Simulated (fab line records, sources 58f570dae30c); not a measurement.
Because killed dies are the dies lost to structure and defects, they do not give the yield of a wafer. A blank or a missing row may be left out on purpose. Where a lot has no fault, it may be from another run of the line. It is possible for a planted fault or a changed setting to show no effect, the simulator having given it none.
Which tool is to blame? ; flow berkeley cmos170 ; 14 lots with 42 wafers sampled at 5 steps, on a route of 331 steps

WHAT THE GAUGES SHOWED, per wafer
UCB170_GATE_CD_MEAS_12 targets a cd of 350 nm.
lot;measured;on;cd nm (nm)
L208;day 7 08:25;cd sem-02;347.8 347.5 348.0
L211;day 7 17:05;cd sem-02;348.3 350.0 348.7
L216;day 8 12:08;cd sem-02;347.8 348.7 348.5
L214;day 8 12:24;cd sem-02;348.7 350.8 349.8
L218;day 8 21:50;cd sem-02;346.3 347.5 347.7
L222;day 10 09:08;cd sem-01;350.6 349.7 350.5
L223;day 10 08:49;cd sem-01;348.4 348.2 348.7
L221;day 10 08:36;cd sem-02;350.3 351.8 349.3
L224;day 10 20:58;cd sem-01;351.4 350.7 349.2
L227;day 10 21:23;cd sem-01;349.0 348.2 347.6
L225;day 10 21:38;cd sem-02;348.4 346.8 347.5
L229;day 11 15:58;cd sem-01;351.6 352.0 349.9
L228;day 11 16:07;cd sem-01;346.9 347.4 347.6
L230;day 12 00:55;cd sem-01;350.2 351.3 350.1

UCB170_PSD_TW_MEAS_10.
lot;measured;on;PSD_TW
L208;day 7 20:40;film metro-02;2350 2358 2344
L211;day 8 05:08;film metro-04;2308 2304 2316
L216;day 8 23:35;film metro-02;2335 2346 2347
L214;day 8 23:29;film metro-04;30 30 30
L218;day 9 10:39;film metro-04;30 30 30
L222;day 10 21:56;film metro-03;2331 2329 2319
L223;day 10 22:10;film metro-04;2289 2295 2301
L221;day 10 21:41;film metro-02;2348 2350 2338
L224;day 11 10:47;film metro-02;2356 2353 2359
L227;day 11 11:04;film metro-03;2347 2338 2333
L225;day 11 10:47;film metro-03;2342 2346 2339
L229;day 12 04:57;film metro-03;2319 2323 2325
L228;day 12 05:03;film metro-04;2290 2302 2291
L230;day 12 11:11;film metro-02;2348 2362 2352

WHAT TOOL EACH LOT RAN ON (gives the tool, then ch and the chambers of the sampled wafers, and finally the start)
lot;UCB170_NVT_STRIP_08;UCB170_NLDD_STRIP_10;UCB170_PSD_STRIP_09
L208;plasma asher-01 ch 0,1, day 6 14:55;plasma asher-02 ch 0,1, day 7 12:37;plasma asher-04 ch 0,1, day 7 20:34
L211;plasma asher-02 ch 0,1, day 6 23:37;plasma asher-02 ch 0,1, day 7 21:29;plasma asher-01 ch 0,1, day 8 05:02
L216;plasma asher-02 ch 0,1, day 7 17:21;plasma asher-01 ch 0,1, day 8 16:23;plasma asher-03 ch 0,1, day 8 23:29
L214;plasma asher-02 ch 0,1, day 7 17:42;plasma asher-04 ch 0,1, day 8 16:44;plasma asher-01 ch 0,1, day 8 23:23
L218;plasma asher-01 ch 0,1, day 8 05:29;plasma asher-04 ch 0,1, day 9 02:38;plasma asher-04 ch 0,1, day 9 10:34
L222;plasma asher-01 ch 0,1, day 9 16:14;plasma asher-04 ch 0,1, day 10 13:19;plasma asher-01 ch 0,1, day 10 21:51
L223;plasma asher-02 ch 0,1, day 9 16:19;plasma asher-02 ch 0,1, day 10 13:02;plasma asher-04 ch 0,1, day 10 22:04
L221;plasma asher-04 ch 0,1, day 9 16:26;plasma asher-01 ch 0,1, day 10 12:48;plasma asher-04 ch 0,1, day 10 21:35
L224;plasma asher-01 ch 0,1, day 10 05:01;plasma asher-04 ch 0,1, day 11 01:31;plasma asher-03 ch 0, day 11 10:41
L227;plasma asher-01 ch 0,1, day 10 05:24;plasma asher-01 ch 0,1, day 11 02:05;plasma asher-01 ch 0,1, day 11 10:58
L225;plasma asher-04 ch 1, day 10 05:31;plasma asher-04 ch 0,1, day 11 02:22;plasma asher-01 ch 0,1, day 11 10:41
L229;plasma asher-01 ch 0,1, day 10 18:00;plasma asher-02 ch 0,1, day 11 21:01;plasma asher-03 ch 0,1, day 12 04:51
L228;plasma asher-02 ch 0,1, day 10 18:14;plasma asher-01 ch 0,1, day 11 21:07;plasma asher-04 ch 0,1, day 12 04:57
L230;plasma asher-02 ch 0,1, day 11 07:40;plasma asher-01 ch 0,1, day 12 04:52;plasma asher-03 ch 0,1, day 12 11:05
- UCB170_NVT_STRIP_08: strips in O2.
- UCB170_NLDD_STRIP_10: strips in O2.
- UCB170_PSD_STRIP_09: strips in O2.

WHAT THE TOOLS THEMSELVES READ (means of the sampled wafers that have a number; where no wafer has one, the mark that the record gives instead)
UCB170_NVT_STRIP_08.
lot;tool;chamber pressure mTorr (mTorr);drypump motor current A (A);oes product au (a.u.);strip time to endpoint s (s)
L208;plasma asher-01;3499;5.9;0.737;21.67
L211;plasma asher-02;3503;6.2;0.735;21.73
L216;plasma asher-02;3502;6.2;0.734;21.70
L214;plasma asher-02;3501;6.3;0.734;21.58
L218;plasma asher-01;3499;6.0;0.738;21.54
L222;plasma asher-01;3499;5.9;0.735;21.70
L223;plasma asher-02;3501;6.3;0.735;21.60
L221;plasma asher-04;3501;6.1;0.735;21.64
L224;plasma asher-01;3501;5.7;0.738;21.62
L227;plasma asher-01;3501;5.9;0.733;21.54
L225;plasma asher-04;3503;5.5;0.738;21.67
L229;plasma asher-01;3503;6.0;0.735;21.64
L228;plasma asher-02;3497;6.2;0.737;21.61
L230;plasma asher-02;3499;6.3;0.733;21.57

UCB170_NLDD_STRIP_10.
lot;tool;chamber pressure mTorr (mTorr);drypump motor current A (A);oes product au (a.u.);strip time to endpoint s (s)
L208;plasma asher-02;3501;6.3;0.734;21.69
L211;plasma asher-02;3501;6.3;0.734;21.64
L216;plasma asher-01;3500;6.0;0.727;21.66
L214;plasma asher-04;-;-;-;-
L218;plasma asher-04;-;-;-;-
L222;plasma asher-04;3499;6.1;0.736;21.65
L223;plasma asher-02;3499;6.3;0.738;21.53
L221;plasma asher-01;3500;6.0;0.734;21.63
L224;plasma asher-04;3500;5.8;0.735;21.63
L227;plasma asher-01;3501;6.0;0.737;21.67
L225;plasma asher-04;3498;6.1;0.736;21.59
L229;plasma asher-02;3499;6.3;0.734;21.66
L228;plasma asher-01;3505;5.7;0.734;21.59
L230;plasma asher-01;3498;5.9;0.730;21.61

UCB170_PSD_STRIP_09.
lot;tool;chamber pressure mTorr (mTorr);drypump motor current A (A);oes product au (a.u.);strip time to endpoint s (s)
L208;plasma asher-04;3499;6.1;0.601;29.43
L211;plasma asher-01;3498;5.9;0.600;29.48
L216;plasma asher-03;3503;5.6;0.603;29.52
L214;plasma asher-01;3499;6.0;0.673;55.47
L218;plasma asher-04;3498;5.8;0.662;55.52
L222;plasma asher-01;3498;5.9;0.599;29.42
L223;plasma asher-04;3500;5.8;0.596;29.34
L221;plasma asher-04;3501;6.1;0.603;29.33
L224;plasma asher-03;3501;5.8;0.603;29.35
L227;plasma asher-01;3499;5.7;0.604;29.40
L225;plasma asher-01;3503;6.0;0.602;29.48
L229;plasma asher-03;3499;5.7;0.601;29.50
L228;plasma asher-04;3498;5.8;0.600;29.46
L230;plasma asher-03;3499;5.6;0.602;29.27

THE ANSWER, worked out from the rows above alone
Rule: the usual values come from the lots themselves. Put in order of their means at a reading, lots are off if they are a third of the lots or fewer, leave a main group of 4 or more, and stand apart from it by a gap of 3 or more times the standard deviation of the main group's means; of several such gaps the widest counts. The tables above print the reading to a certain number of digits; a main group whose means all agree to those digits is not used. Also off: a lot with no number at a reading for which 4 or more lots have one. The other lots that the step has rows for count as sound. First the gauges in route order, then the tools' own readings, where a lot's mean is used as printed above. The first step at which some lot is off is used, and at that step the reading that is off furthest; a lot without a number counts as furthest.
Off: L214, L218, seen at UCB170_PSD_TW_MEAS_10 (PSD_TW). Main group: mean 2331, sd 21.
A tool fits if, at a process step before that reading, it ran every lot that is off, and no sound lot after the first of them. The gauges at UCB170_PSD_TW_MEAS_10 aren't tried: what is off there is off at UCB170_NLDD_STRIP_10 too, on other tools, and a gauge's error can't cause that. None of those tried fits.

WHAT HAD BEEN PUT IN BY THE SIMULATOR
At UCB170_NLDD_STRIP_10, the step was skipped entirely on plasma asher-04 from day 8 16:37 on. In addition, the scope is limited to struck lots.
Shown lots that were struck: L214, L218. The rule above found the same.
